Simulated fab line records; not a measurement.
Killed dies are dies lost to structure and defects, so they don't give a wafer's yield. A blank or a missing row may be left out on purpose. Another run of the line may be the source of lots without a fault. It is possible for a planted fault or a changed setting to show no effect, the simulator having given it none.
Tool commonality check | flow berkeley-cmos170 | 15 lots, 45 wafers sampled

== REASON IT WAS OPENED ==
Of 15 lots, 3 have the reading NVT_TW flagged at UCB170_NVT_TW_MEAS_09. Fault-free wafers read 526, with a standard deviation of 5.
Rule: a lot gets a flag if all its wafers with a number sit over 4 standard deviations from that mean, or if no wafer of it has a number. All remaining lots are regarded as sound.

lot  | measured     | on            | NVT_TW, wafer by wafer | flag
L949 | day 6 21:13  | film-metro-04 | 533 534 537            |
L950 | day 6 21:29  | film-metro-03 | 517 519 521            |
L952 | day 7 09:16  | film-metro-03 | 460 461 464            | FLAGGED
L953 | day 7 21:11  | film-metro-02 | 468 470 467            | FLAGGED
L955 | day 8 07:48  | film-metro-04 | 473 472 468            | FLAGGED
L960 | day 8 13:24  | film-metro-03 | 521 518 520            |
L961 | day 9 12:26  | film-metro-02 | 530 531 526            |
L964 | day 9 17:22  | film-metro-02 | 527 524 529            |
L963 | day 9 17:35  | film-metro-02 | 527 527 525            |
L970 | day 10 14:16 | film-metro-02 | 529 529 528            |
L965 | day 10 14:50 | film-metro-03 | 519 522 519            |
L968 | day 10 15:01 | film-metro-02 | 525 528 528            |
L967 | day 10 21:36 | film-metro-02 | 529 528 528            |
L969 | day 10 21:50 | film-metro-03 | 519 521 520            |
L971 | day 11 06:51 | film-metro-04 | 532 530 533            |
The numbers of the flagged lots are 467 on average: -59 against the usual, or -12 standard deviations.

== EACH LOT AND THE TOOL IT RAN ON ==
The record holds 1 process step before the reading, out of a route of 331 steps. Read each cell as the tool, then ch plus the chambers that the sampled wafers visited, then the start.
lot  | flag    | UCB170_NVT_IMPLANT_07
L949 |         | implanter-02 ch 0, day 6 20:58
L950 |         | implanter-01 ch 0, day 6 21:14
L952 | FLAGGED | implanter-02 ch 0, day 7 09:02
L953 | FLAGGED | implanter-02 ch 0, day 7 20:57
L955 | FLAGGED | implanter-02 ch 0, day 8 07:35
L960 |         | implanter-03 ch 0, day 8 13:10
L961 |         | implanter-01 ch 0, day 9 12:12
L964 |         | implanter-01 ch 0, day 9 17:09
L963 |         | implanter-03 ch 0, day 9 17:20
L970 |         | implanter-02 ch 0, day 10 14:01
L965 |         | implanter-02 ch 0, day 10 14:35
L968 |         | implanter-01 ch 0, day 10 14:48
L967 |         | implanter-02 ch 0, day 10 21:23
L969 |         | implanter-01 ch 0, day 10 21:35
L971 |         | implanter-01 ch 0, day 11 06:36
What these steps do:
- UCB170_NVT_IMPLANT_07
- UCB170_NVT_TW_MEAS_09

== FLAGGED AGAINST TOTAL, ONE TOOL AT A TIME (gauges that did the reading follow at the end) ==
step                  | tool          | lots run | flagged | share of the flagged lots | sound lots run after its first flagged lot
UCB170_NVT_IMPLANT_07 | implanter-01  | 6        | 0       | none                      | -
UCB170_NVT_IMPLANT_07 | implanter-02  | 7        | 3       | all                       | 3 (L970,L965,L967)
UCB170_NVT_IMPLANT_07 | implanter-03  | 2        | 0       | none                      | -
UCB170_NVT_TW_MEAS_09 | film-metro-02 | 7        | 1       | some                      | 6 (L961,L964,L963,L970,L968,L967)
UCB170_NVT_TW_MEAS_09 | film-metro-03 | 5        | 1       | some                      | 3 (L960,L965,L969)
UCB170_NVT_TW_MEAS_09 | film-metro-04 | 3        | 1       | some                      | 1 (L971)

== WHAT THE TABLE PERMITS ==
All flagged lots share 1 row of the table, namely implanter-02 at UCB170_NVT_IMPLANT_07.
- implanter-02 at UCB170_NVT_IMPLANT_07 ran 7 lots, 3 of them flagged. Sound lots ran on it after the first flagged one (L970, L965, L967), which a lasting fault on the whole tool wouldn't allow. Its own readings (dose-ions-cm2, faraday-current-uA) fall more than 4 standard deviations out on all wafers of the flagged lots.
No row of the table ran every flagged lot and no sound lot after the first.

== WHAT HAD BEEN PUT IN BY THE SIMULATOR ==
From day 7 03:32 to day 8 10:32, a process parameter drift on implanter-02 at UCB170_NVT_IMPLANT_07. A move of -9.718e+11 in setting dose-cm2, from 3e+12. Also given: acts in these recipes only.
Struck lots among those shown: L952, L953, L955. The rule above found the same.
